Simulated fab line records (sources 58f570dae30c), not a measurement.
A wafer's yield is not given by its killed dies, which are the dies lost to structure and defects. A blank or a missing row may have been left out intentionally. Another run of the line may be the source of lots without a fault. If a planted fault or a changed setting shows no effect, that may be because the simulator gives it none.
Code-filled problem report in 8D (eight disciplines) form || flow berkeleyCmos170 || the parts of the form that need people (team, actions taken, sign-off) are left out

## 1. WHAT IS WRONG
Across 9 wafers from 3 lots, NVT_TW at UCB170_NVT_TW_MEAS_09 averages 572, while fault-free wafers read 516 with a standard deviation of 5.9. That is +9.5 standard deviations from the usual mean.
The first sign was on wafer L817.3 at day 8 08:56, on filmMetro-03. The record holds 45 wafers of 15 lots with a number at this step. The rule behind "out" and "out of limits": a value lying over 4 standard deviations away from the usual mean. The other wafers with a number count as sound.

## 2. WHAT IT IS, WHAT IT ISN'T
{"question": "which readings at this step", "is": "NVT_TW", "is not": "-"}
{"question": "which lots", "is": "L817, L818, L820", "is not": "L802, L803, L804, L805, L806, L807, L808, L810, L811, L812, L813, L814"}
{"question": "which wafers of those lots", "is": "all that have a number", "is not": "-"}
{"question": "read on which gauges", "is": "filmMetro-03, filmMetro-04", "is not": "filmMetro-02"}
{"question": "when", "is": "from day 8 08:56", "is not": "up to then (36 sound wafers)"}

## 3. WHAT RULES OUT EACH SUSPECT
Counting: any tool at a process step up to the reading is kept as a suspect provided that every lot that is out went through it and no sound lot did after the first of them.
- the gauge at UCB170_NVT_TW_MEAS_09 has been ruled out. 2 gauges (filmMetro-03, filmMetro-04) read the wafers that are out.
- implanter-01 at UCB170_NVT_IMPLANT_07: kept. It ran every lot that is out, first L817 (day 8 08:43), and no sound lot after that; its last sound lot up to then is L814 (day 7 23:16). Its own readings are out on those wafers: doseIonsCm2, faradayCurrentUA.
Remaining after the count: implanter-01 at UCB170_NVT_IMPLANT_07.

## 4. THE CAUSE (what the simulator had put in)
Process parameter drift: implanter-01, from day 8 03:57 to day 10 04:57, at UCB170_NVT_IMPLANT_07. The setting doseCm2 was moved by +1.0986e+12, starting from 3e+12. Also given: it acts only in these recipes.
This tool alone remained once counting was done.

## 5. THE CHAIN OF EFFECTS, in route order
One row per reading whose mean, taken over the struck wafers that have a number, lies over 3 standard deviations from the usual. Scope: only readings with a usual standard deviation given in the record; hours: median across lots of the time from each lot's start at the first step in this table that gives one to its start at this step; sigmas: change in usual standard deviations.
{"hours": 0, "step": "UCB170_NVT_IMPLANT_07", "reading": "doseIonsCm2", "usual": 3e+12, "on struck wafers": 4e+12, "change": "+1e+12", "sigmas": "+99 or more"}
{"hours": 0, "step": "UCB170_NVT_IMPLANT_07", "reading": "faradayCurrentUA", "usual": 9.53, "on struck wafers": 13.00, "change": "+3.47", "sigmas": "+19"}
{"hours": 0, "step": "UCB170_NVT_TW_MEAS_09", "reading": "NVT_TW", "usual": 516, "on struck wafers": 572, "change": "+56", "sigmas": "+9.5"}
The process steps in it:
- UCB170_NVT_IMPLANT_07

## 6. WHAT WOULD HAVE CAUGHT IT SOONER
5 hours passed between the start of the fault at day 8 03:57 and the first reading out of limits at a measuring or inspecting step in this record, taken at day 8 08:56.
The tool's own readings at UCB170_NVT_IMPLANT_07 were out on every struck wafer that the step has a row for (doseIonsCm2, faradayCurrentUA): an alarm limit on them would have fired on the first of those.
L818, L820, from the lots that are out (3), started UCB170_NVT_IMPLANT_07 on implanter-01 later than day 8 08:56. A hold on the tool at that time would have spared those 2.
